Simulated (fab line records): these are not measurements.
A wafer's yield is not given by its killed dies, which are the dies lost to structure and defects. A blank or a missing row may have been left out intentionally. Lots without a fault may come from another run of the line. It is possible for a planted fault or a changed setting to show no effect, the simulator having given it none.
Which of the tools did it? | flow rit_cmos | Sampling: 7 lots, 21 wafers, 2 of 202 route steps

== WHAT EACH GAUGE READ, for each wafer ==
RIT_NWELL_TW_MEAS_10.
lot  | measured    | on            | NWELL_TW
L423 | day 2 05:15 | film_metro-04 | 2138 2152 2139
L426 | day 2 17:07 | film_metro-01 | 2188 2166 2171
L428 | day 3 03:41 | film_metro-01 | 2175 2166 2158
L431 | day 3 18:59 | film_metro-01 | 2175 2167 2169
L433 | day 4 04:02 | film_metro-01 | 2176 2172 2178
L437 | day 5 01:34 | film_metro-04 | 2145 2144 2141
L443 | day 6 09:19 | film_metro-02 | 1904 1918 1912

== EACH LOT AND THE TOOL THAT RAN IT (in order: tool; ch and the chambers of the sampled wafers; start) ==
lot  | RIT_NWELL_IMPLANT_08
L423 | implanter-03 ch 0, day 2 04:58
L426 | implanter-03 ch 0, day 2 16:48
L428 | implanter-03 ch 0, day 3 03:22
L431 | implanter-02 ch 0, day 3 18:40
L433 | implanter-01 ch 0, day 4 03:43
L437 | implanter-02 ch 0, day 5 01:14
L443 | implanter-02 ch 0, day 6 08:59
- RIT_NWELL_IMPLANT_08

== THE ANSWER, worked out from the rows above alone ==
Rule: usual is defined by the lots themselves. Put in order of their means at a reading, lots are off if they are a third of the lots or fewer, leave a main group of 4 or more, and stand apart from it by a gap of 3 or more times the standard deviation of the main group's means; of several such gaps the widest counts. A main group is skipped when, at the precision printed for the reading in the tables above, its means are all equal. A lot without any number at a reading at which 4 lots or more have one is off too. Where the step has rows for the other lots, those lots are counted as sound.
Off: at RIT_NWELL_TW_MEAS_10 (NWELL_TW), L443. The main group: mean 2162, standard deviation 14.
A tool fits if, at a process step before that reading, it ran every lot that is off, and no sound lot after the first of them. Gauges at RIT_NWELL_TW_MEAS_10: tried the same way as those tools. 2 tools fit, implanter-02 at RIT_NWELL_IMPLANT_08 and film_metro-02 at RIT_NWELL_TW_MEAS_10, so this cannot tell which one it is.

== WHAT THE SIMULATOR PUT IN ==
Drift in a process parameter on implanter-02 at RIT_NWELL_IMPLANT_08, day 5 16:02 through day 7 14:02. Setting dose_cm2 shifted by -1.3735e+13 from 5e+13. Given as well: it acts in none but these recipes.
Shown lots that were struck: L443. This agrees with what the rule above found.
